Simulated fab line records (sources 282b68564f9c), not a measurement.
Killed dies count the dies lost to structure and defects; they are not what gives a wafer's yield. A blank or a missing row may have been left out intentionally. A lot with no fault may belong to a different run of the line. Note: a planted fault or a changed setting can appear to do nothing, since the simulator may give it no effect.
Check of tool commonality -- flow rit-cmos -- 45 wafers sampled across 15 lots

REASON FOR OPENING
RIT_FOX2_THK_MEAS_01, reading FOX2_OXIDE_THK: flagged on 3 of 15 lots. Fault-free wafers read 352 nm, with a standard deviation of 5.9.
Rule: flag the lot when none of its wafers has a number, or when each of its wafers that has one lies beyond 4 standard deviations from that mean. As for the other lots, they are considered sound.

lot,measured,on,"FOX2_OXIDE_THK (nm), wafer by wafer",flag
L937,day 1 18:49,film-metro-01,354 352 358,
L939,day 2 04:35,film-metro-03,352 355 354,
L943,day 3 01:38,film-metro-03,351 347 347,
L944,day 3 05:44,film-metro-03,346 347 349,
L946,day 3 16:17,film-metro-01,361 355 359,
L947,day 3 20:28,film-metro-03,228 218 224,FLAGGED
L948,day 4 02:11,film-metro-03,352 345 347,
L949,day 4 06:19,film-metro-03,212 210 218,FLAGGED
L950,day 4 12:14,film-metro-03,209 211 215,FLAGGED
L954,day 5 07:22,film-metro-01,338 343 343,
L956,day 5 18:13,film-metro-03,351 350 350,
L957,day 5 23:10,film-metro-03,352 343 354,
L958,day 6 03:20,film-metro-03,364 365 364,
L959,day 6 08:22,film-metro-04,345 344 345,
L960,day 6 14:46,film-metro-03,353 348 347,
Average over the flagged lots: 216 nm; offset from the usual -136 nm, equal to -23 standard deviations.

EACH LOT AND THE TOOL IT RAN ON
The record keeps 1 process step preceding the reading, out of 202 steps on the route. Cell contents, in order: the tool; ch with the chambers the sampled wafers went through; the start.
lot,flag,RIT_FOX2_OXIDATION_00
L937,,"furnace-01 ch 0, day 1 17:30"
L939,,"furnace-04 ch 0, day 2 03:15"
L943,,"furnace-02 ch 0, day 3 00:19"
L944,,"furnace-04 ch 0, day 3 04:25"
L946,,"furnace-04 ch 0, day 3 14:58"
L947,FLAGGED,"furnace-04 ch 0, day 3 19:09"
L948,,"furnace-02 ch 0, day 4 00:53"
L949,FLAGGED,"furnace-04 ch 0, day 4 05:00"
L950,FLAGGED,"furnace-04 ch 0, day 4 10:55"
L954,,"furnace-01 ch 0, day 5 06:04"
L956,,"furnace-02 ch 0, day 5 16:55"
L957,,"furnace-02 ch 0, day 5 21:51"
L958,,"furnace-01 ch 0, day 6 02:02"
L959,,"furnace-02 ch 0, day 6 07:03"
L960,,"furnace-02 ch 0, day 6 13:27"
What is done by these steps:
- RIT_FOX2_OXIDATION_00: target thk 350.7 nm, ox time 1130 s.
- RIT_FOX2_THK_MEAS_01

FLAGGED AGAINST TOTAL, ONE TOOL AT A TIME (gauges that did the reading follow at the end)
step,tool,lots run,flagged,share of the flagged lots,sound lots run after its first flagged lot
RIT_FOX2_OXIDATION_00,furnace-01,3,0,none,-
RIT_FOX2_OXIDATION_00,furnace-02,6,0,none,-
RIT_FOX2_OXIDATION_00,furnace-04,6,3,all,0
RIT_FOX2_THK_MEAS_01,film-metro-01,3,0,none,-
RIT_FOX2_THK_MEAS_01,film-metro-03,11,3,all,"5 (L948,L956,L957,L958,L960)"
RIT_FOX2_THK_MEAS_01,film-metro-04,1,0,none,-

WHAT THE TABLE ALLOWS
Table rows that saw every flagged lot: 2, namely furnace-04 at RIT_FOX2_OXIDATION_00 and film-metro-03 at RIT_FOX2_THK_MEAS_01.
- furnace-04 at RIT_FOX2_OXIDATION_00: 3 of its 6 lots flagged. It ran its last sound lot, L946, at day 3 14:58 and its first flagged lot, L947, at day 3 19:09: a fault with its onset between the two fits.
- film-metro-03 at RIT_FOX2_THK_MEAS_01: 3 of its 11 lots flagged. After the first flagged lot (L948, L956, L957, L958, L960), sound lots still ran on it; a lasting fault on the whole tool would not permit that.
One tool is left: furnace-04 at RIT_FOX2_OXIDATION_00.

WHAT WAS PUT IN BY THE SIMULATOR
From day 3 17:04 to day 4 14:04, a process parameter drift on furnace-04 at RIT_FOX2_OXIDATION_00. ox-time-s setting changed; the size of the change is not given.
Struck lots among those shown: L947, L949, L950. The rule above reached the same finding.
